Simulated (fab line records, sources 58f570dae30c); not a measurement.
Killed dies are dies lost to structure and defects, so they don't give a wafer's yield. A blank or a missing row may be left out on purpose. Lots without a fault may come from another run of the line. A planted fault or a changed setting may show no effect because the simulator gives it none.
Split-lot experiment | flow berkeley_cmos170 | 5 lots, 23 wafers read, on a route of 331 steps

THE SPLIT
At UCB170_NLDD_PEB_04, the setting peb_temp_c was moved away from the recipe's 130 C on 11 of the 23 wafers read, by -2.5% to +2.1%. The other wafers ran this setting at the recipe's value.

FROM THE SPLIT TO THE READING: what the file shows between them, 1 step
- UCB170_NLDD_DEVELOP_05: develop time 45 s

THE READING
cd_nm, in nm, at UCB170_NLDD_CD_MEAS_06 (target cd 1200 nm). Fault-free wafers of this fab line usually give 1200.0 nm, standard deviation 1.2 nm.

wafer  | tool, chamber at the split | peb_temp_c as run, C | against the recipe | cd_nm, nm | against lot-mates on the recipe
L074.1 | litho_track-01, 0          | 132.7                | +2.1%              | 1215.0    | +15.8
L074.3 | litho_track-01, 0          | 132.7                | +2.1%              | 1214.5    | +15.3
L074.4 | litho_track-01, 0          | 130                  | recipe             | 1199.6    | -
L074.5 | litho_track-01, 0          | 132.7                | +2.1%              | 1215.7    | +16.5
L074.6 | litho_track-01, 0          | 130                  | recipe             | 1198.7    | -
L080.2 | litho_track-02, 0          | 132.1                | +1.6%              | 1212.3    | +13.5
L080.3 | litho_track-02, 0          | 130                  | recipe             | 1198.6    | -
L080.4 | litho_track-02, 0          | 132.1                | +1.6%              | 1212.0    | +13.2
L080.5 | litho_track-02, 0          | 130                  | recipe             | 1199.1    | -
L080.6 | litho_track-02, 0          | 132.1                | +1.6%              | 1212.6    | +13.8
L082.1 | litho_track-01, 0          | 130                  | recipe             | 1197.9    | -
L082.2 | litho_track-01, 0          | 131.7                | +1.3%              | 1208.8    | +10.8
L082.4 | litho_track-01, 0          | 131.7                | +1.3%              | 1210.2    | +12.2
L082.5 | litho_track-01, 0          | 130                  | recipe             | 1197.6    | -
L082.6 | litho_track-01, 0          | 130                  | recipe             | 1198.5    | -
L084.1 | litho_track-03, 0          | 130                  | recipe             | 1200.7    | -
L084.5 | litho_track-03, 0          | 130                  | recipe             | 1199.7    | -
L084.6 | litho_track-03, 0          | 130                  | recipe             | 1201.0    | -
L081.2 | litho_track-03, 0          | 126.7                | -2.5%              | 1175.7    | -25.1
L081.3 | litho_track-03, 0          | 130                  | recipe             | 1200.5    | -
L081.4 | litho_track-03, 0          | 130                  | recipe             | 1201.1    | -
L081.5 | litho_track-03, 0          | 126.7                | -2.5%              | 1175.7    | -25.1
L081.6 | litho_track-03, 0          | 126.7                | -2.5%              | 1175.0    | -25.8

THE FIT
A straight line over all 23 wafers: cd_nm changes by +8.58 nm for each +1% of peb_temp_c; r = +0.99; the points scatter about the line by 1.3 nm.
The same after taking each lot's own level away (the mean of its wafers on the recipe; 23 wafers): +9.02 nm for each +1%; r = +1.00; scatter 1.3 nm.
On that fit, the largest move of peb_temp_c shifts the reading by 23 nm.
The lots' own levels span 1198.00 to 1200.80 nm, that is 2.3 times the standard deviation above.
So the lot-to-lot level changes the slope little: the two slopes agree.
Check: with one of the wafers moved furthest among these (-2.5%) left out of the fit, the line predicts -23.4 nm for it against its lot-mates. It came out at -25.1 nm against them.

OTHER SPLITS ON THESE WAFERS
These wafers also went through other splits before the reading. Each is held against what the fit with the lots' levels taken away leaves over:
other split on the same wafers    | wafers away from the commonest value | r with cd_nm (lot level and that fit taken away)
UCB170_GATE_PEB_10 peb_temp_c     | 5                                    | +0.01
UCB170_PLDD_COAT_01 resist_thk_nm | 10                                   | +0.12

THE FILE'S OWN FIT
cd_nm changes by +8.9 nm for each +1% of peb_temp_c, r = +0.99.
